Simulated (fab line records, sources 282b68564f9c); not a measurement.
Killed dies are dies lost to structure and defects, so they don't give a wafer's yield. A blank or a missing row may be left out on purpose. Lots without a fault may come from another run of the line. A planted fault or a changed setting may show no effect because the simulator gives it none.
A struck lot beside a sound one | flow rit_cmos | 15 steps out of a route of 202
Sound: wafers L743.2, L743.3, L743.4. Struck: wafers L736.4, L736.5. (L736.1 of the same lot was not struck and is left out.) The cause comes at the end.
At each step with rows: each side's tool, then ch and its chambers, then its first start. Under that, the readings that differ: sound wafers | struck wafers | difference of the means | sigmas: that difference in standard deviations of wafers without a fault.
alike: readings whose means differ by less than 2 such deviations, and words and numbers that are the same on both sides. not compared: withheld readings, readings that some wafer has no value for, bounds like >300 that may hide the same value, and numbers for which the record gives no deviation and whose values overlap.
The two part at a step that has a row with sigmas, a row that says differs or no value, or rows on one side only. Numbers that don't overlap but have no deviation are shown without sigmas and don't part them. A reading that every wafer of one side lacks parts them only if that side has two wafers or more.

RIT_GATE_THK_MEAS_07:
  sound on film_metro-04, day 5 13:42; struck on film_metro-03, day 4 04:11
  alike: GATE_OXIDE_THK
then, 1 step without rows for these wafers: RIT_GATE_CVD_08 (deposits poly-Si from SiH4, target thk 250 nm, time 2220 s).
RIT_GATE_THK_MEAS_09:
  sound on film_metro-04, day 5 15:23; struck on film_metro-03, day 4 05:52
  alike: GATE_POLY_THK
then, 6 steps without rows for these wafers: RIT_GATE_HMDS_10 (prime time 60 s); RIT_GATE_COAT_11 (resist thk 850 nm); RIT_GATE_SOFTBAKE_12 (time 60 s); RIT_GATE_EXPOSE_13 (exposes mask M6, target cd 150 nm); RIT_GATE_PEB_14; RIT_GATE_DEVELOP_15 (develop time 50 s).
RIT_GATE_CD_MEAS_16: target cd 150 nm.
  sound on cd_sem-02, day 5 16:18; struck on cd_sem-02, day 4 06:56
  alike: cd_nm
RIT_GATE_OVL_MEAS_17:
  sound on overlay-02, day 5 16:24; struck on overlay-02, day 4 07:04
  alike: GATE_OVL
then, 1 step without rows for these wafers: RIT_GATE_HARDBAKE_18 (time 60 s).
RIT_GATE_ETCH_19: etches poly-Si in SF6/CHF3/O2, stops on SiO2, time 165 s, target depth 312.5 nm.
  sound on rie_si-02 ch 1,2,3, day 5 16:35; struck on rie_si-01 ch 3, day 4 07:15
  reading                                   | sound             | struck      | difference | sigmas
  oes_product_au (a.u.)                     | 0.865 0.817 0.828 | 0.900 0.893 | +0.060     | +3
  model.NOVOLAK_of_GATE_COAT_11.thk_nm (nm) | 664.8 669.6 664   | 673.9 670.9 | +6.3       |
  alike: CHF3_flow_sccm, drypump_motor_current_A, he_backside_leak_sccm, throttle_valve_pct
  not compared: rf_hours_counter_h
RIT_GATE_STRIP_20: strips in O2, time 180 s.
  sound on plasma_asher-04 ch 0,1, day 5 16:41; struck on plasma_asher-03 ch 0,1, day 4 07:22
  alike: drypump_motor_current_A
  not compared: rf_hours_counter_h
RIT_M1_PROBE_99:
  sound on prober-01, day 6 12:52; struck on prober-02, day 5 03:36
  reading                                          | sound                | struck      | difference | sigmas
  killed_at_contacts                               | 0 0 0                | 1 0         | +0         | +2
  killed_at_front_end                              | 6 5 4                | 10 13       | +6         | +2
  killed_dies                                      | 6 5 4                | 11 13       | +7         | +2
  killed_open                                      | 2 4 1                | 7 6         | +4         | +2
  model.etest.poly_comb_over_steps.leak_log10_a_um | -12.89 -12.84 -12.71 | -12.5 -12.5 | +0.3       |
  alike: killed_on_rim, killed_short

WHERE THEY PART
First at RIT_GATE_ETCH_19; last, within this record, at RIT_M1_PROBE_99.

WHY: what the simulator had put in
Process parameter drift: rie_si-01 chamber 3, from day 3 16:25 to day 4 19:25, at RIT_GATE_ETCH_19. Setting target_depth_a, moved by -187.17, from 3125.
